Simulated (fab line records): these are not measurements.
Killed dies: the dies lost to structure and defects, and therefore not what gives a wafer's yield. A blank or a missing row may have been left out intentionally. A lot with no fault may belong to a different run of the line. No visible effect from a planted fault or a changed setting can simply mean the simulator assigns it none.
fab line records	flow rit_cmos
[record] lots = 7	wafers = 21	last_day = 7
route steps=202 shown WELLDRIVE@50 NWELL@51 PWELL@52 NRETRO@53 PRETRO@64 GATE@75
lots that met no fault: taken from a fault-free run of the same line
start_h: the number of hours between the record's first day and the start of the first shown wafer of the lot	wait_h: how many hours have passed since the lot's step before this one	" as in the row above	L1.1+2: one row covering several wafers at once	- either no value or no given start	* or withheld: withheld	< > ~ a bound
route shown NAME@n: NAME is a module with steps in the file, n the number in the route of the first one	usual: average and standard deviation across the fault-free wafers	same: alike in all rows	chamber/n: place in a boat	sites: each site's reading	_std_site: how widely they spread, as a standard deviation	_edge_site: outer sites' mean less inner sites'	radius_mm: how far each site lies from the wafer's centre	mask NAME#n: copy n	behind: the tool/chamber that last shaped the wafer	hold: why the lot was held/for how many hours/how that ended	device: the n, p or np transistor that did not switch	end of line: tests run on the same wafers once the route is complete	a step given without rows: its recipe and nothing more	killed: count of dies lost to structure and defects at first sort (not the wafer's yield)	map: per-die view of a wafer (x killed, . not killed, _ where there is no die)
set.NAME: the setting that was run; set.NAME@STEP: the one run at that earlier step	model.NAME: the simulator's own value behind a step, which no gauge read
certain route steps with their lots: each step a table, each wafer a row
services: a tool's chamber out of use, with start hour (start_h, from the record's first day; less than 0 if before it), hours out, and reason
[[steps]]
[step RIT_WELLDRIVE_ANNEAL_00]
[recipe] temp_c = 1100	time_s = 14700	ambient = N2
[step RIT_WELLDRIVE_RS_MEAS_01]
[recipe] thk_meas_gauge = four-point-probe
[usual] NWELL_RS = 275.2/0.77
lot.wafer	tool	chamber	start_h	wait_h	NWELL_RS[ohm/sq]
L343.1	film_metro-02	-	53.01	0.0	275.1
L343.2	"	-	"	"	276.0
L343.6	"	-	"	"	275.2
L349.2	film_metro-02	-	82.75	0.0	274.8
L349.5	"	-	"	"	274.7
L349.6	"	-	"	"	274.3
L355.2	film_metro-02	-	113.42	0.0	276.2
L355.5	"	-	"	"	274.8
L355.6	"	-	"	"	274.9
L356.1	film_metro-04	-	124.00	0.0	275.4
L356.3	"	-	"	"	275.9
L356.5	"	-	"	"	275.1
L357.1	film_metro-04	-	125.58	0.0	275.3
L357.2	"	-	"	"	275.1
L357.4	"	-	"	"	274.7
L360.3	film_metro-01	-	138.14	0.0	275.2
L360.5	"	-	"	"	275.1
L360.6	"	-	"	"	275.4
L361.1	film_metro-04	-	144.26	0.0	273.5
L361.2	"	-	"	"	273.3
L361.3	"	-	"	"	273.3
[step RIT_WELLDRIVE_RS_MEAS_02]
[recipe] thk_meas_gauge = four-point-probe
[usual] PWELL_RS = 429.1/1.1
lot.wafer	tool	chamber	start_h	wait_h	PWELL_RS[ohm/sq]
L343.1	film_metro-02	-	53.13	0.1	429.7
L343.2	"	-	"	"	428.6
L343.6	"	-	"	"	428.8
L349.2	film_metro-02	-	82.87	0.1	428.6
L349.5	"	-	"	"	429.2
L349.6	"	-	"	"	428.1
L355.2	film_metro-02	-	113.54	0.1	428.5
L355.5	"	-	"	"	428.4
L355.6	"	-	"	"	428.6
L356.1	film_metro-04	-	124.12	0.1	428.3
L356.3	"	-	"	"	428.4
L356.5	"	-	"	"	427.4
L357.1	film_metro-04	-	125.70	0.1	429.6
L357.2	"	-	"	"	429.5
L357.4	"	-	"	"	429.4
L360.3	film_metro-01	-	138.26	0.1	430.0
L360.5	"	-	"	"	428.6
L360.6	"	-	"	"	430.3
L361.1	film_metro-04	-	144.38	0.1	428.6
L361.2	"	-	"	"	428.8
L361.3	"	-	"	"	427.4
[step RIT_NRETRO_HMDS_00]
[recipe] prime_time_s = 60	prime_temp_c = 140
[step RIT_NRETRO_COAT_01]
[recipe] resist = NOVOLAK	spin_rpm = 2000	resist_thk_nm = 1300
[step RIT_NRETRO_SOFTBAKE_02]
[recipe] resist = NOVOLAK	temp_c = 90	time_s = 60
[step RIT_NRETRO_EXPOSE_03]
[recipe] mask_id = M4	na = 0.57	target_cd_nm = 43900	dose_mj = 250
[step RIT_NRETRO_PEB_04]
[recipe] resist = NOVOLAK	temp_c = withheld	time_s = withheld
[step RIT_NRETRO_DEVELOP_05]
[recipe] resist = NOVOLAK	develop_time_s = 68	dev_temp_c = 23
[step RIT_NRETRO_OVL_MEAS_06]
[usual] NRETRO_OVL = 0.0/1.2
lot.wafer	tool	chamber	start_h	wait_h	NRETRO_OVL[nm]
L343.1	overlay-01	-	54.25	-	0.0
L343.2	"	-	"	"	1.3
L343.6	"	-	"	"	1.2
L349.2	overlay-01	-	83.98	-	0.2
L349.5	"	-	"	"	-0.4
L349.6	"	-	"	"	-1.6
L355.2	overlay-02	-	114.65	-	-1.1
L355.5	"	-	"	"	-1.5
L355.6	"	-	"	"	-1.8
L356.1	overlay-01	-	125.12	-	-2.2
L356.3	"	-	"	"	0.4
L356.5	"	-	"	"	-1.5
L357.1	overlay-01	-	126.70	-	0.9
L357.2	"	-	"	"	1.3
L357.4	"	-	"	"	-0.7
L360.3	overlay-01	-	139.24	-	0.6
L360.5	"	-	"	"	0.3
L360.6	"	-	"	"	0.0
L361.1	overlay-02	-	145.38	-	-2.3
L361.2	"	-	"	"	-1.0
L361.3	"	-	"	"	-1.2
[step RIT_NRETRO_HARDBAKE_07]
[recipe] resist = NOVOLAK	temp_c = 140	time_s = 120
[step RIT_NRETRO_IMPLANT_08]
[recipe] species = P	energy_kev = 70	dose_cm2 = 1.023e+13	tilt_deg = 7
[step RIT_NRETRO_STRIP_09]
[recipe] chemistry = O2	time_s = 180	resist = NOVOLAK	platen_temp_c = withheld	power_w = 500	pressure_mtorr = 4000	o2_flow_sccm = 4000
[usual] chamber_pressure_mTorr = 4000/3.9	drypump_motor_current_A = 5.5/0.34
lot.wafer	tool	chamber	start_h	wait_h	chamber_pressure_mTorr	drypump_motor_current_A	rf_hours_counter_h	model.NOVOLAK_of_NRETRO_COAT_01.thk_nm
L343.1	plasma_asher-04	1	54.69	0.1	3997	5.0	43	0
L343.2	"	0	"	"	4005	5.5	43	0
L343.6	"	1	"	"	3996	4.9	-	0
L349.2	plasma_asher-04	0	84.41	0.1	4000	5.5	46	0
L349.5	"	1	"	"	4001	5.0	-	0
L349.6	"	0	"	"	3997	5.5	-	0
L355.2	plasma_asher-04	1	115.08	0.1	-	-	-	1142
L355.5	"	0	"	"	-	-	-	1140
L355.6	"	1	"	"	-	-	-	1140
L356.1	plasma_asher-04	1	125.56	0.1	-	-	-	1138
L356.3	"	1	"	"	-	-	-	1134
L356.5	"	1	"	"	-	-	-	1139
L357.1	plasma_asher-04	0	127.24	0.1	-	-	-	1141
L357.2	"	1	"	"	-	-	-	1134
L357.4	"	0	"	"	-	-	-	1136
L360.3	plasma_asher-02	0	139.72	0.1	3995	5.8	-	0
L360.5	"	0	"	"	3998	5.8	-	0
L360.6	"	1	"	"	3996	5.8	-	0
L361.1	plasma_asher-02	0	145.81	0.1	4002	5.7	50	0
L361.2	"	1	"	"	4001	5.8	50	0
L361.3	"	1	"	"	3996	5.8	-	0
[step RIT_NRETRO_TW_MEAS_10]
[usual] NRETRO_TW = 1051/9.3
lot.wafer	tool	chamber	start_h	wait_h	NRETRO_TW
L343.1	film_metro-04	-	54.86	0.1	1065
L343.2	"	-	"	"	1066
L343.6	"	-	"	"	1064
L349.2	film_metro-04	-	84.60	0.1	1068
L349.5	"	-	"	"	1066
L349.6	"	-	"	"	1068
L355.2	film_metro-03	-	115.26	0.1	1049
L355.5	"	-	"	"	1057
L355.6	"	-	"	"	1048
L356.1	film_metro-03	-	125.76	0.1	1041
L356.3	"	-	"	"	1043
L356.5	"	-	"	"	1042
L357.1	film_metro-03	-	127.41	0.1	1047
L357.2	"	-	"	"	1040
L357.4	"	-	"	"	1047
L360.3	film_metro-03	-	139.86	0.1	1048
L360.5	"	-	"	"	1044
L360.6	"	-	"	"	1046
L361.1	film_metro-02	-	145.99	0.1	1049
L361.2	"	-	"	"	1046
L361.3	"	-	"	"	1046
[step RIT_PRETRO_HMDS_00]
[recipe] prime_time_s = 60	prime_temp_c = 140
[step RIT_PRETRO_COAT_01]
[recipe] resist = NOVOLAK	spin_rpm = 2000	resist_thk_nm = 1300
[step RIT_PRETRO_SOFTBAKE_02]
[recipe] resist = NOVOLAK	temp_c = 90	time_s = 60
[step RIT_PRETRO_EXPOSE_03]
[recipe] mask_id = M5	na = 0.57	target_cd_nm = 43700	dose_mj = 250
[step RIT_PRETRO_PEB_04]
[recipe] resist = NOVOLAK	temp_c = withheld	time_s = withheld
[step RIT_PRETRO_DEVELOP_05]
[recipe] resist = NOVOLAK	develop_time_s = 68	dev_temp_c = 22
[step RIT_PRETRO_OVL_MEAS_06]
[usual] PRETRO_OVL = -0.7/1.1
lot.wafer	tool	chamber	start_h	wait_h	PRETRO_OVL[nm]
L343.1	overlay-02	-	55.93	-	-0.6
L343.2	"	-	"	"	-2.4
L343.6	"	-	"	"	-0.7
L349.2	overlay-02	-	85.66	-	-0.1
L349.5	"	-	"	"	-3.0
L349.6	"	-	"	"	-1.7
L355.2	overlay-01	-	116.32	-	-0.9
L355.5	"	-	"	"	-1.1
L355.6	"	-	"	"	-1.6
L356.1	overlay-02	-	126.79	-	-1.4
L356.3	"	-	"	"	-1.6
L356.5	"	-	"	"	-0.7
L357.1	overlay-01	-	128.48	-	1.0
L357.2	"	-	"	"	-0.5
L357.4	"	-	"	"	-0.1
L360.3	overlay-02	-	140.79	-	0.7
L360.5	"	-	"	"	-1.5
L360.6	"	-	"	"	0.9
L361.1	overlay-02	-	146.93	-	-0.1
L361.2	"	-	"	"	-0.7
L361.3	"	-	"	"	-1.0
[step RIT_PRETRO_HARDBAKE_07]
[recipe] resist = NOVOLAK	temp_c = 140	time_s = 120
[step RIT_PRETRO_IMPLANT_08]
[recipe] species = B	energy_kev = 45	dose_cm2 = 1.2e+13	tilt_deg = 7
[step RIT_PRETRO_STRIP_09]
[recipe] chemistry = O2	time_s = 180	resist = NOVOLAK	platen_temp_c = withheld	power_w = 500	pressure_mtorr = 4000	o2_flow_sccm = 4000
[usual] chamber_pressure_mTorr = 4000/4.4	drypump_motor_current_A = 5.8/0.35
lot.wafer	tool	chamber	start_h	wait_h	chamber_pressure_mTorr	drypump_motor_current_A	rf_hours_counter_h
L343.1	plasma_asher-02	1	56.36	0.1	3999	5.8	41
L343.2	"	0	"	"	3989	5.8	41
L343.6	"	1	"	"	3992	5.8	-
L349.2	plasma_asher-03	0	86.09	0.1	3998	6.3	28
L349.5	"	1	"	"	4004	5.2	-
L349.6	"	0	"	"	3993	6.4	-
L355.2	plasma_asher-03	1	116.75	0.1	3995	5.2	31
L355.5	"	0	"	"	3998	6.3	-
L355.6	"	1	"	"	3994	5.2	-
L356.1	plasma_asher-02	0	127.23	0.1	4000	5.8	48
L356.3	"	0	"	"	4002	5.8	-
L356.5	"	1	"	"	3998	5.8	-
L357.1	plasma_asher-02	1	128.91	0.1	4002	5.8	48
L357.2	"	0	"	"	4002	5.7	48
L357.4	"	0	"	"	4000	5.7	-
L360.3	plasma_asher-03	1	141.27	0.1	4001	5.2	-
L360.5	"	0	"	"	4003	6.4	-
L360.6	"	1	"	"	3998	5.1	-
L361.1	plasma_asher-03	1	147.37	0.1	3996	5.2	35
L361.2	"	0	"	"	4002	6.4	35
L361.3	"	0	"	"	3998	6.4	-
[step RIT_PRETRO_TW_MEAS_10]
[usual] PRETRO_TW = 476/6.6
lot.wafer	tool	chamber	start_h	wait_h	PRETRO_TW
L343.1	film_metro-01	-	56.54	0.1	482
L343.2	"	-	"	"	484
L343.6	"	-	"	"	482
L349.2	film_metro-02	-	86.27	0.1	466
L349.5	"	-	"	"	469
L349.6	"	-	"	"	468
L355.2	film_metro-03	-	116.94	0.1	30
L355.5	"	-	"	"	30
L355.6	"	-	"	"	30
L356.1	film_metro-01	-	127.40	0.1	30
L356.3	"	-	"	"	30
L356.5	"	-	"	"	30
L357.1	film_metro-01	-	129.09	0.1	30
L357.2	"	-	"	"	30
L357.4	"	-	"	"	30
L360.3	film_metro-03	-	141.41	0.1	465
L360.5	"	-	"	"	469
L360.6	"	-	"	"	466
L361.1	film_metro-02	-	147.54	0.1	471
L361.2	"	-	"	"	469
L361.3	"	-	"	"	470
[step RIT_GATE_WET_ETCH_00]
[recipe] chemistry = BOE	target = SiO2	target_depth_nm = 56	time_s = 60	dry = n2_spin	dilution = 10:1	temp_c = 21.5
[[services]]
tool	chamber	start_h	hours	kind
plasma_asher-04	-	52.02	1.9	repair
plasma_asher-02	-	109.32	2.8	pm
[[key]]
[first_sign] step = RIT_NRETRO_STRIP_09	reading = tool_record	direction = missing
[effect] step = RIT_PRETRO_TW_MEAS_10	reading = PRETRO_TW	direction = down	sigmas = 68	usual = 476	struck = 30
[model_effect] step = RIT_NRETRO_STRIP_09	value = NOVOLAK_of_NRETRO_COAT_01.thk_nm	without = 0	struck = 1138
met_at RIT_NRETRO_STRIP_09
struck_wafers L355.2,L355.5,L355.6,L356.1,L356.3,L356.5,L357.1,L357.2,L357.4
later_rows_left_out L355.2,L355.5,L355.6,L356.1,L356.3,L356.5,L357.1,L357.2,L357.4
sort_left_out L355.2,L355.5,L355.6,L356.1,L356.3,L356.5,L357.1,L357.2,L357.4
tester_left_out L355,L356,L357
onset_between 84.41 115.08
[fault] kind = skipped_step_whole	tool = plasma_asher-04	chamber = -	onset_h = 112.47	steps = RIT_NRETRO_STRIP_09	scope = struck_lots_only
// tester_left_out: of these lots the tester's yield and bins aren't shown, on N5 and GAA mostly nor the transistor test; their killed dies are dies lost to structure and defects alone, not to doping, threshold or leakage, so they don't give the yield
// sort_left_out: the simulated sort isn't trusted on such a fault, so these wafers' sort isn't shown, and their yield isn't known
// later_rows_left_out: the simulator's readings of these wafers behind a module that went badly wrong aren't trusted and aren't shown, but for the sort
